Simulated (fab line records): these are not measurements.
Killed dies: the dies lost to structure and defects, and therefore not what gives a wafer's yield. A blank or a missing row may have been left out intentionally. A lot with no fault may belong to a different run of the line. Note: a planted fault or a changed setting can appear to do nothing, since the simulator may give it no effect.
A lot that was struck, set against a sound lot || flow berkeley_cmos170 || 14 out of 331 route steps
Sound: wafers L957.2, L957.3, L957.6. Struck: wafer L965.6 (left out: L965.1, L965.4 of the same lot, which were not struck); the cause appears at the end.
Each step with rows lists, per side, the tool, then ch with its chambers, then its first start. Under that, the readings that differ: sound wafers || struck wafers || difference of the means || sigmas: that difference in standard deviations of wafers without a fault.
alike: readings with means less than 2 such deviations apart, plus words and numbers identical on both sides. not compared: withheld readings, readings lacking a value on some wafer, bounds such as >300 that could conceal the same value, and numbers that have no deviation in the record and whose values overlap.
A row with sigmas, a row that says differs or no value, or rows on one side alone: a step with any of these is where the two part. When numbers do not overlap yet have no deviation, they are printed without sigmas and do not part them. A reading missing from all wafers of one side parts the sides only when that side holds two or more wafers.

first, 2 steps without rows for these wafers: UCB170_NLDD_PEB_04; UCB170_NLDD_DEVELOP_05 (develop time 45 s).
UCB170_NLDD_CD_MEAS_06: the cd target is 1200 nm.
  struck on cd_sem-01, day 9 04:48; sound on cd_sem-02, day 7 05:28
  alike: cd_nm
UCB170_NLDD_OVL_MEAS_07:
  struck on overlay-02, day 9 04:55; sound on overlay-02, day 7 05:34
  alike: NLDD_OVL
then, 2 steps without rows for these wafers: UCB170_NLDD_IMPLANT_08; UCB170_NLDD_IMPLANT_09.
UCB170_NLDD_STRIP_10: strips in O2.
  sound on plasma_asher-01 ch 0, day 7 05:54; struck on plasma_asher-02 ch 0, day 9 05:15
{"reading": "strip_time_to_endpoint_s (s)", "sound": "21.64 21.65 21.64", "struck": 21.49, "difference": -0.15, "sigmas": -3}
  alike: drypump_motor_current_A, oes_product_au
  not compared: rf_hours_counter_h
UCB170_NLDD_TW_MEAS_11:
  struck on film_metro-03, day 9 05:21; sound on film_metro-01, day 7 06:01
  alike: NLDD_TW
then, 1 step without rows for these wafers: UCB170_NLDD_CLEAN_12 (cleans in SPM, time 600 s).
UCB170_SPACER_CVD_00: deposits SiO2 from TEOS/O2, target thk 376 nm, time 47 s.
  sound on pecvd-03 ch 0,1, day 7 06:15; struck on pecvd-03 ch 0, day 9 05:36
  alike: heater_power_w
UCB170_SPACER_THK_MEAS_01:
  struck on film_metro-02, day 9 05:39; sound on film_metro-04, day 7 06:18
  alike: SPACER_TEOS_THK
then, 1 step without rows for these wafers: UCB170_SPACER_ANNEAL_02 (time 1800 s).
UCB170_SPACER_ETCHBACK_03: etches SiO2 in CHF3/CF4/Ar, stops on Si, target depth 376 nm, time 100 s.
  sound on rie_diel-03 ch 0,1, day 7 09:36; struck on rie_diel-04 ch 2, day 9 09:58
{"reading": "oes_product_au (a.u.)", "sound": "0.873 0.912 0.885", "struck": 0.985, "difference": "+0.095", "sigmas": "+6"}
{"reading": "run_length_s (s)", "sound": "127.8 128.5 128.0", "struck": 88.7, "difference": -39.4, "sigmas": -82}
{"reading": "model.etch.depth_nm (nm)", "sound": "375.6 374.2 380.4", "struck": 254.7, "difference": -122.0, "sigmas": ""}
  alike: drypump_motor_current_A, throttle_valve_pct
  not compared: rf_hours_counter_h
then, 1 step without rows for these wafers: UCB170_PSD_HMDS_00 (prime time 60 s).

WHERE THEY PART
First at UCB170_NLDD_STRIP_10; last, within this record, at UCB170_SPACER_ETCHBACK_03.

WHY: whatever the simulator had introduced
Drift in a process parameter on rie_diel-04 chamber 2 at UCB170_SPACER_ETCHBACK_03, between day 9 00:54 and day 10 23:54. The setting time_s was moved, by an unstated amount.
